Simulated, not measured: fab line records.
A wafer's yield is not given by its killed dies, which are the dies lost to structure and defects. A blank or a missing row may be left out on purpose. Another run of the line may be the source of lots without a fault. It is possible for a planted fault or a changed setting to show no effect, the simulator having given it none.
Which tool was responsible? ; flow berkeley-cmos170 ; 14 lots, 41 wafers sampled, at 2 steps of a route of 331

== WHAT THE GAUGES SHOWED, per wafer ==
UCB170_V1_OVL_MEAS_13.
lot;measured;on;V1_OVL (nm)
L110;day 7 12:50;overlay-01;-2 -4 -6
L111;day 7 12:57;overlay-01;-12 -10 -8
L114;day 8 20:52;overlay-01;-2 -3 2
L117;day 9 01:20;overlay-02;-6 -7 0
L121;day 9 18:04;overlay-01;-6 8 4
L119;day 9 18:28;overlay-02;0 -5 2
L120;day 9 18:11;overlay-01;-3 2 -6
L123;day 10 13:01;overlay-01;1 -5 -2
L124;day 10 13:19;overlay-02;-1 -2
L125;day 10 19:22;overlay-01;-3 -3 7
L126;day 11 00:12;overlay-01;-3 -3 1
L129;day 11 10:53;overlay-01;-6 -1 1
L131;day 11 19:20;overlay-01;-1 2 4
L132;day 12 08:23;overlay-01;2 2 4

== TOOL THAT RAN EACH LOT (tool first, then ch and the chambers of the sampled wafers, then the start) ==
lot;UCB170_CONTACT_RTA_08
L110;rtp-anneal-02 ch 0, day 7 01:43
L111;rtp-anneal-01 ch 0, day 7 01:52
L114;rtp-anneal-02 ch 0, day 8 09:14
L117;rtp-anneal-02 ch 0, day 8 14:32
L121;rtp-anneal-02 ch 0, day 9 05:50
L119;rtp-anneal-01 ch 0, day 9 09:04
L120;rtp-anneal-02 ch 0, day 9 09:04
L123;rtp-anneal-02 ch 0, day 10 04:23
L124;rtp-anneal-01 ch 0, day 10 05:34
L125;rtp-anneal-01 ch 0, day 10 07:56
L126;rtp-anneal-02 ch 0, day 10 12:02
L129;rtp-anneal-01 ch 0, day 11 00:09
L131;rtp-anneal-02 ch 0, day 11 08:41
L132;rtp-anneal-02 ch 0, day 11 21:18
- UCB170_CONTACT_RTA_08: time 10 s.

== AS READ BY THE TOOLS THEMSELVES (means over the sampled wafers that have a number; for cases with no such wafer, the mark the record gives instead) ==
UCB170_CONTACT_RTA_08.
lot;tool;lamp-power-pct (%);wafer_temp_C_max
L110;rtp-anneal-02;19.6;903.4
L111;rtp-anneal-01;23.5;904.4
L114;rtp-anneal-02;19.6;902.3
L117;rtp-anneal-02;19.6;903.0
L121;rtp-anneal-02;19.6;902.6
L119;rtp-anneal-01;23.5;905.1
L120;rtp-anneal-02;19.6;903.0
L123;rtp-anneal-02;19.6;902.7
L124;rtp-anneal-01;23.5;905.5
L125;rtp-anneal-01;23.5;904.1
L126;rtp-anneal-02;19.6;902.9
L129;rtp-anneal-01;23.5;904.9
L131;rtp-anneal-02;19.6;902.8
L132;rtp-anneal-02;19.6;901.7

== THE ANSWER, worked out from the rows above alone ==
Rule: the usual values come from the lots themselves. Put in order of their means at a reading, lots are off if they are a third of the lots or fewer, leave a main group of 4 or more, and stand apart from it by a gap of 3 or more times the standard deviation of the main group's means; of several such gaps the widest counts. Not used: any main group whose means are identical at the precision the tables above print for the reading. A lot without any number at a reading at which 4 lots or more have one is off too. All remaining lots with rows at the step are treated as sound. Order of review: gauges by route order, followed by the tools' own readings, for which a lot's mean as printed above is used. The first step at which some lot is off is used, and at that step the reading that is off furthest; a lot without a number counts as furthest.
Nothing can be told from this: no lot is off at any reading shown.

== WHAT HAD BEEN PUT IN BY THE SIMULATOR ==
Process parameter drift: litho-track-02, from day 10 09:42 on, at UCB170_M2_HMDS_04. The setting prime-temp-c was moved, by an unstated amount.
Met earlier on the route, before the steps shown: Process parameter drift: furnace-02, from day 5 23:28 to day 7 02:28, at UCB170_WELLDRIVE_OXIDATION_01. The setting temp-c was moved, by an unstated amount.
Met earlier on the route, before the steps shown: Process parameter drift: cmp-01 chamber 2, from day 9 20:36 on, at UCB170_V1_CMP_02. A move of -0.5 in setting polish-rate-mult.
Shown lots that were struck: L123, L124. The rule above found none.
